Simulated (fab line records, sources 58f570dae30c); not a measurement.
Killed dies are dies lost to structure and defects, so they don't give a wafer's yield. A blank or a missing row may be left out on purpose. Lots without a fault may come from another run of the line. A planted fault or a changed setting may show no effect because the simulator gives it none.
One fault seen from 2 desks | flow berkeley_cmos170 | each desk has only its own numbers; what lay behind them comes last

THE METROLOGY DESK
What the gauges read, lot by lot, whatever tool the lot ran on: means of the sampled wafers that have a number. A lot is out of limits, marked OUT, if its mean lies more than 4 standard deviations from the usual mean; the brackets give that distance.
Columns: A = M3_AL_RS at UCB170_M3_RS_MEAS_02, usual 0.0321 ohm/sq; B = M3_AL_THK at UCB170_M3_THK_MEAS_03, usual 877 nm; C = cd_nm at UCB170_M3_CD_MEAS_15, usual 699.7 nm; D = M3_OVL at UCB170_M3_OVL_MEAS_16, usual -6 nm
lot  | first seen here | A      | B   | C     | D
L698 | day 9 08:35     | 0.0318 | 884 | 698.0 | -4
L699 | day 9 08:50     | 0.0317 | 887 | 698.7 | -3
L710 | day 11 15:40    | 0.0320 | 875 | 704.3 | -8
L709 | day 11 15:46    | 0.0324 | 872 | 700.5 | -10
L713 | day 12 05:55    | 0.0325 | 867 | 701.6 | -7
L716 | day 13 03:29    | 0.0318 | 882 | 700.6 | -9
This desk's finding: nothing out of limits on any of the 6 lots.

THE TOOL OWNER'S DESK: litho_track-02
The tool's own readings at UCB170_M3_PEB_13: means of the sampled wafers that have a number, for each lot that ran on this tool. A lot is out of limits, marked OUT, if its mean lies more than 4 standard deviations from the usual mean; the brackets give that distance.
Columns: A = heater_power_total_W at UCB170_M3_PEB_13, usual 56.80 W
lot  | first seen here | A
L699 | day 9 11:41     | 56.83
L710 | day 11 19:05    | 57.81 (+25) OUT
L713 | day 12 07:23    | 57.87 (+26) OUT
This desk's finding: out of limits on L710, L713; first on L710, day 11 19:05 (heater_power_total_W at UCB170_M3_PEB_13). In limits: L699.

PUT TOGETHER
The tool owner's desk could have raised an alarm at day 11 19:05, on L710, L713.
The metrology desk saw nothing out of limits.
The metrology desk has L710, L713 on record, within its limits.
Of the lots named, all ran UCB170_M3_PEB_13 on litho_track-02.

WHAT THE SIMULATOR HAD PUT IN
Process parameter drift: litho_track-02, from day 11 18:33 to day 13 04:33, at UCB170_M3_PEB_13. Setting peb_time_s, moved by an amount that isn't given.
Lots struck among those shown: L710, L713.
Hours from the fault's start to each desk's first reading out of limits: the tool owner's desk, 1.
